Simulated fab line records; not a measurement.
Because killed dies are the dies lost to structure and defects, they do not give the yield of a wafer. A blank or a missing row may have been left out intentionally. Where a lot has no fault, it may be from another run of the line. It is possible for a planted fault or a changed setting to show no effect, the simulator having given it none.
Which tool is to blame? | flow berkeleyCmos170 | Sampling: 14 lots, 42 wafers, 5 of 331 route steps

## WHAT EACH GAUGE READ, for each wafer
UCB170_M3_OVL_MEAS_16. Usual: M3_OVL gives 1 nm (standard deviation 6.8).
lot  | measured     | on         | M3_OVL (nm) | flag
L854 | day 9 00:40  | overlay-01 | 10 12 4     | 
L853 | day 9 05:52  | overlay-02 | 9 9 4       | 
L855 | day 9 12:53  | overlay-02 | -1 -1 -2    | 
L857 | day 9 08:30  | overlay-01 | -1 -8 -15   | 
L858 | day 10 04:08 | overlay-02 | 8 6 6       | 
L860 | day 10 09:16 | overlay-02 | -4 2 -12    | 
L859 | day 10 09:58 | overlay-02 | -2 0 0      | 
L862 | day 10 23:50 | overlay-01 | 8 9 11      | 
L868 | day 11 21:05 | overlay-01 | 11 9 0      | 
L871 | day 12 01:06 | overlay-01 | 0 -8 0      | 
L869 | day 12 04:41 | overlay-02 | -1 -6 -6    | 
L873 | day 12 20:13 | overlay-01 | 12 11 -2    | 
L875 | day 12 23:56 | overlay-02 | -4 -5 -5    | 
L876 | day 13 15:50 | overlay-01 | -5 -6 1     | 

## TOOL THAT RAN EACH LOT (tool first, then ch and the chambers of the sampled wafers, then the start)
lot  | UCB170_ACTIVE_ETCH_15            | UCB170_ACTIVE_STRIP_16             | UCB170_V1_ETCH_14                 | UCB170_V1_STRIP_15
L854 | rieDiel-04 ch 0,2,3, day 5 00:49 | plasmaAsher-04 ch 0,1, day 5 00:55 | rieDiel-02 ch 1,3, day 8 14:29    | plasmaAsher-04 ch 0,1, day 8 14:40
L853 | rieDiel-03 ch 2,3, day 5 01:03   | plasmaAsher-02 ch 0, day 5 01:09   | rieDiel-04 ch 0,2,3, day 8 17:04  | plasmaAsher-03 ch 0,1, day 8 17:14
L855 | rieDiel-04 ch 0,2, day 5 09:53   | plasmaAsher-03 ch 1, day 5 09:59   | rieDiel-02 ch 1,2,3, day 9 02:50  | plasmaAsher-04 ch 0,1, day 9 03:01
L857 | rieDiel-04 ch 0,1, day 5 16:36   | plasmaAsher-04 ch 0,1, day 5 16:44 | rieDiel-01 ch 0,2,3, day 8 22:46  | plasmaAsher-02 ch 0,1, day 8 22:58
L858 | rieDiel-03 ch 2,3, day 6 03:22   | plasmaAsher-04 ch 0,1, day 6 03:28 | rieDiel-04 ch 2,3, day 9 16:53    | plasmaAsher-02 ch 0,1, day 9 17:04
L860 | rieDiel-04 ch 0,2,3, day 6 10:16 | plasmaAsher-03 ch 0,1, day 6 10:23 | rieDiel-04 ch 1,2, day 9 20:31    | plasmaAsher-02 ch 0,1, day 9 20:44
L859 | rieDiel-04 ch 1,2,3, day 6 10:41 | plasmaAsher-04 ch 0,1, day 6 10:49 | rieDiel-01 ch 0,1,3, day 10 00:49 | plasmaAsher-03 ch 0,1, day 10 01:02
L862 | rieDiel-02 ch 2,3, day 6 20:11   | plasmaAsher-02 ch 0,1, day 6 20:17 | rieDiel-02 ch 0,1,3, day 10 14:38 | plasmaAsher-03 ch 0,1, day 10 14:49
L868 | rieDiel-03 ch 2,3, day 8 00:47   | plasmaAsher-02 ch 0,1, day 8 00:55 | rieDiel-01 ch 1,2, day 11 10:22   | plasmaAsher-02 ch 0,1, day 11 10:35
L871 | rieDiel-03 ch 0,1,3, day 8 09:20 | plasmaAsher-02 ch 0,1, day 8 09:29 | rieDiel-04 ch 0,1, day 11 15:36   | plasmaAsher-04 ch 0,1, day 11 15:49
L869 | rieDiel-04 ch 2,3, day 8 09:37   | plasmaAsher-03 ch 0,1, day 8 09:45 | rieDiel-01 ch 1,2,3, day 11 19:49 | plasmaAsher-02 ch 0,1, day 11 20:02
L873 | rieDiel-02 ch 1,2, day 9 04:17   | plasmaAsher-03 ch 0, day 9 04:23   | rieDiel-04 ch 0,2,3, day 12 12:36 | plasmaAsher-02 ch 0,1, day 12 12:47
L875 | rieDiel-04 ch 2,3, day 9 04:28   | plasmaAsher-02 ch 0,1, day 9 04:34 | rieDiel-02 ch 2,3, day 12 14:19   | plasmaAsher-02 ch 0,1, day 12 14:29
L876 | rieDiel-04 ch 0,1, day 9 13:23   | plasmaAsher-02 ch 0,1, day 9 13:31 | rieDiel-02 ch 0,1,2, day 13 06:24 | plasmaAsher-02 ch 0,1, day 13 06:37
- UCB170_ACTIVE_ETCH_15: etches Si3N4 in CH3F/Ar/O2, stops on SiO2, target depth 242 nm, time 151 s.
- UCB170_ACTIVE_STRIP_16: strips in O2.
- UCB170_V1_ETCH_14: etches SiO2 in CHF3/CF4/Ar, stops on Al, target depth 1250 nm, time 291 s.
- UCB170_V1_STRIP_15: strips in O2.

## WHAT THE TOOLS THEMSELVES READ (means of the sampled wafers that have a number; where no wafer has one, the mark that the record gives instead)
UCB170_ACTIVE_ETCH_15. Usual: drypumpMotorCurrentA 5.8 A, standard deviation 0.53; oesProductAu 0.942 a.u., standard deviation 0.015; throttleValvePct 8.07 %, standard deviation 0.15.
lot  | tool       | drypumpMotorCurrentA (A) | oesProductAu (a.u.) | throttleValvePct (%) | flag
L854 | rieDiel-04 | 5.6                      | 0.941               | 7.99                 | 
L853 | rieDiel-03 | 6.1                      | 0.957               | 8.13                 | 
L855 | rieDiel-04 | 5.9                      | 0.958               | 7.86                 | 
L857 | rieDiel-04 | 5.2                      | 0.940               | 8.06                 | 
L858 | rieDiel-03 | 5.6                      | 0.937               | 8.08                 | 
L860 | rieDiel-04 | 5.6                      | 0.943               | 7.99                 | 
L859 | rieDiel-04 | 5.8                      | 0.934               | 8.02                 | 
L862 | rieDiel-02 | 5.9                      | 0.940               | 8.14                 | 
L868 | rieDiel-03 | 5.7                      | 0.948               | 8.09                 | 
L871 | rieDiel-03 | 6.0                      | 0.942               | 8.00                 | 
L869 | rieDiel-04 | 5.7                      | 0.944               | 8.04                 | 
L873 | rieDiel-02 | 5.6                      | 0.945               | 8.20                 | 
L875 | rieDiel-04 | 5.7                      | 0.934               | 8.04                 | 
L876 | rieDiel-04 | 5.4                      | 0.933               | 8.11                 | 

UCB170_ACTIVE_STRIP_16. Usual: drypumpMotorCurrentA 5.63 A, standard deviation 0.28; o2FlowSccm 400.2 sccm, standard deviation 1.1; oesProductAu 0.720 a.u., standard deviation 0.0045; stripTimeToEndpointS 18.05 s, standard deviation 0.08.
lot  | tool           | drypumpMotorCurrentA (A) | o2FlowSccm (sccm) | oesProductAu (a.u.) | stripTimeToEndpointS (s) | flag
L854 | plasmaAsher-04 | 5.39                     | 398.7             | 0.718               | 18.00                    | 
L853 | plasmaAsher-02 | 5.61                     | 398.8             | 0.716               | 18.04                    | 
L855 | plasmaAsher-03 | 5.83                     | 400.4             | 0.721               | 18.08                    | 
L857 | plasmaAsher-04 | 5.39                     | 400.6             | 0.721               | 17.99                    | 
L858 | plasmaAsher-04 | 5.41                     | 400.2             | 0.718               | 18.04                    | 
L860 | plasmaAsher-03 | 5.47                     | 400.7             | 0.720               | 18.05                    | 
L859 | plasmaAsher-04 | 5.38                     | 399.7             | 0.719               | 17.93                    | 
L862 | plasmaAsher-02 | 5.75                     | 401.1             | 0.719               | 18.16                    | 
L868 | plasmaAsher-02 | 5.89                     | 401.0             | 0.719               | 18.02                    | 
L871 | plasmaAsher-02 | 5.89                     | 400.1             | 0.721               | 18.06                    | 
L869 | plasmaAsher-03 | 5.49                     | 399.9             | 0.720               | 18.06                    | 
L873 | plasmaAsher-03 | 5.32                     | 400.8             | 0.724               | 18.07                    | 
L875 | plasmaAsher-02 | 5.89                     | 400.8             | 0.725               | 18.08                    | 
L876 | plasmaAsher-02 | 5.88                     | 400.7             | 0.716               | 18.08                    | 

UCB170_V1_ETCH_14. Usual: CHF3_flow_sccm 44.99 sccm, standard deviation 0.13; drypumpMotorCurrentA 5.6 A, standard deviation 0.35; oesProductAu 0.874 a.u., standard deviation 0.016; throttleValvePct 6.95 %, standard deviation 0.1.
lot  | tool       | CHF3_flow_sccm (sccm) | drypumpMotorCurrentA (A) | oesProductAu (a.u.) | throttleValvePct (%) | flag
L854 | rieDiel-02 | 45.12                 | 5.5                      | 0.861               | 7.03                 | 
L853 | rieDiel-04 | 45.05                 | 5.6                      | 0.879               | 6.89                 | 
L855 | rieDiel-02 | 44.95                 | 5.6                      | 0.869               | 7.03                 | 
L857 | rieDiel-01 | 45.05                 | 5.6                      | 0.887               | 6.92                 | 
L858 | rieDiel-04 | 45.07                 | 5.7                      | 0.874               | 6.95                 | 
L860 | rieDiel-04 | 44.99                 | 5.9                      | 0.862               | 6.92                 | 
L859 | rieDiel-01 | 45.03                 | 5.5                      | 0.874               | 6.89                 | 
L862 | rieDiel-02 | 44.85                 | 5.8                      | 0.857               | 7.00                 | 
L868 | rieDiel-01 | 44.98                 | 5.6                      | 0.783               | 6.90                 | OFF
L871 | rieDiel-04 | 45.01                 | 5.4                      | 0.860               | 6.99                 | 
L869 | rieDiel-01 | 44.91                 | 5.6                      | 0.795               | 6.92                 | OFF
L873 | rieDiel-04 | 44.89                 | 5.6                      | 0.869               | 6.90                 | 
L875 | rieDiel-02 | 44.92                 | 5.9                      | 0.873               | 7.04                 | 
L876 | rieDiel-02 | 44.93                 | 5.7                      | 0.861               | 7.06                 | 

UCB170_V1_STRIP_15. Usual: drypumpMotorCurrentA 5.61 A, standard deviation 0.28; o2FlowSccm 400.1 sccm, standard deviation 1.2; oesProductAu 0.721 a.u., standard deviation 0.0045; stripTimeToEndpointS 15.28 s, standard deviation 0.11.
lot  | tool           | drypumpMotorCurrentA (A) | o2FlowSccm (sccm) | oesProductAu (a.u.) | stripTimeToEndpointS (s) | flag
L854 | plasmaAsher-04 | 5.33                     | 400.4             | 0.726               | 15.35                    | 
L853 | plasmaAsher-03 | 5.49                     | 400.5             | 0.721               | 15.30                    | 
L855 | plasmaAsher-04 | 5.40                     | 400.2             | 0.722               | 15.34                    | 
L857 | plasmaAsher-02 | 5.76                     | 400.8             | 0.723               | 15.24                    | 
L858 | plasmaAsher-02 | 5.76                     | 400.9             | 0.718               | 15.43                    | 
L860 | plasmaAsher-02 | 5.89                     | 400.1             | 0.722               | 15.28                    | 
L859 | plasmaAsher-03 | 5.68                     | 401.3             | 0.723               | 15.27                    | 
L862 | plasmaAsher-03 | 5.52                     | 400.1             | 0.722               | 15.20                    | 
L868 | plasmaAsher-02 | 5.89                     | 399.8             | 0.717               | 13.61                    | OFF
L871 | plasmaAsher-04 | 5.39                     | 400.1             | 0.725               | 15.27                    | 
L869 | plasmaAsher-02 | 5.74                     | 400.4             | 0.719               | 13.79                    | OFF
L873 | plasmaAsher-02 | 5.88                     | 398.4             | 0.722               | 15.27                    | 
L875 | plasmaAsher-02 | 5.74                     | 399.6             | 0.723               | 15.26                    | 
L876 | plasmaAsher-02 | 5.76                     | 399.6             | 0.724               | 15.26                    | 

## THE ANSWER, worked out from the rows above alone
Rule: a lot is off if the mean of its wafers that have a number lies more than 3 standard deviations from the usual mean. Also off: a lot with no number at a reading for which 4 or more lots have one. Any other lot the step has rows for is counted as sound. The gauges are gone through in route order, then the tools' own readings, and for those a lot's mean is taken as printed above. The first step at which some lot is off is used, and at that step the reading that is off furthest; a lot without a number counts as furthest.
Off, at UCB170_V1_ETCH_14 on oesProductAu: L868, L869.
If a tool, at that step or one of the process steps before it, ran each lot that is off and ran no sound lot following the first of them, it fits. One candidate fits, namely rieDiel-01 at UCB170_V1_ETCH_14. Its last sound lot is L859 (day 10 00:49), its first lot that is off L868 (day 11 10:22): a fault that began between those two fits.
The tool's own readings at UCB170_V1_ETCH_14 bear it out: on the lots that are off they differ by more than 5 times the standard deviation of the sound lots' means. oesProductAu reads 0.789 a.u. there against 0.869 a.u. on the sound lots.

## WHAT THE SIMULATOR PUT IN
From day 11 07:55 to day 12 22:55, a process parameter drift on rieDiel-01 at UCB170_V1_ETCH_14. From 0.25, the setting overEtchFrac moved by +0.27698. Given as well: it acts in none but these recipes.
Shown lots that were struck: L868, L869. Same finding as the rule above.
